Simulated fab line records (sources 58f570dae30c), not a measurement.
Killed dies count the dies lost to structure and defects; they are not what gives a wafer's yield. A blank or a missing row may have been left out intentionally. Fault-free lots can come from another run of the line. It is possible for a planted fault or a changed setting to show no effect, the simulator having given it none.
What tool caused it? | flow berkeley_cmos170 | 7 lots with 21 wafers sampled at 2 steps, on a route of 331 steps

## WHAT EACH GAUGE READ, for each wafer
UCB170_M2_RS_MEAS_02: measurement is done with a four-point probe.
lot  | measured     | on            | M2_AL_RS (ohm/sq)
L542 | day 7 22:14  | film_metro-01 | 0.0325 0.0324 0.0321
L543 | day 8 08:35  | film_metro-04 | 0.0322 0.0315 0.0319
L546 | day 8 16:22  | film_metro-04 | 0.0326 0.0319 0.0315
L556 | day 11 00:49 | film_metro-04 | 0.0327 0.0329 0.0317
L559 | day 11 10:41 | film_metro-01 | 0.0326 0.0328 0.0318
L558 | day 11 11:11 | film_metro-02 | 0.0313 0.0317 0.0313
L561 | day 11 11:28 | film_metro-04 | 0.0319 0.0320 0.0314

## TOOL THAT RAN EACH LOT (tool first, then ch and the chambers of the sampled wafers, then the start)
lot  | UCB170_M2_SPUTTER_01
L542 | pvd_sputter-02, day 7 22:10
L543 | pvd_sputter-04, day 8 08:29
L546 | pvd_sputter-02, day 8 16:15
L556 | pvd_sputter-02, day 11 00:44
L559 | pvd_sputter-02, day 11 10:36
L558 | pvd_sputter-03, day 11 11:06
L561 | pvd_sputter-04, day 11 11:22
- UCB170_M2_SPUTTER_01: material Al, target thk 900 nm, time 120 s.

## THE ANSWER, worked out from the rows above alone
Rule: what is usual is taken from the lots themselves. The widest of any qualifying gaps counts: lots, ordered by their means at a reading, are off when they make up no more than a third of the lots, leave a main group of 4 or more, and stand apart from it by 3 or more times the standard deviation of that group's means. A main group is skipped when, at the precision printed for the reading in the tables above, its means are all equal. A lot without any number at a reading at which 4 lots or more have one is off too. Where the step has rows for the other lots, those lots are counted as sound.
Nothing can be told from this: no lot is off at any reading shown.

## WHAT THE SIMULATOR PUT IN
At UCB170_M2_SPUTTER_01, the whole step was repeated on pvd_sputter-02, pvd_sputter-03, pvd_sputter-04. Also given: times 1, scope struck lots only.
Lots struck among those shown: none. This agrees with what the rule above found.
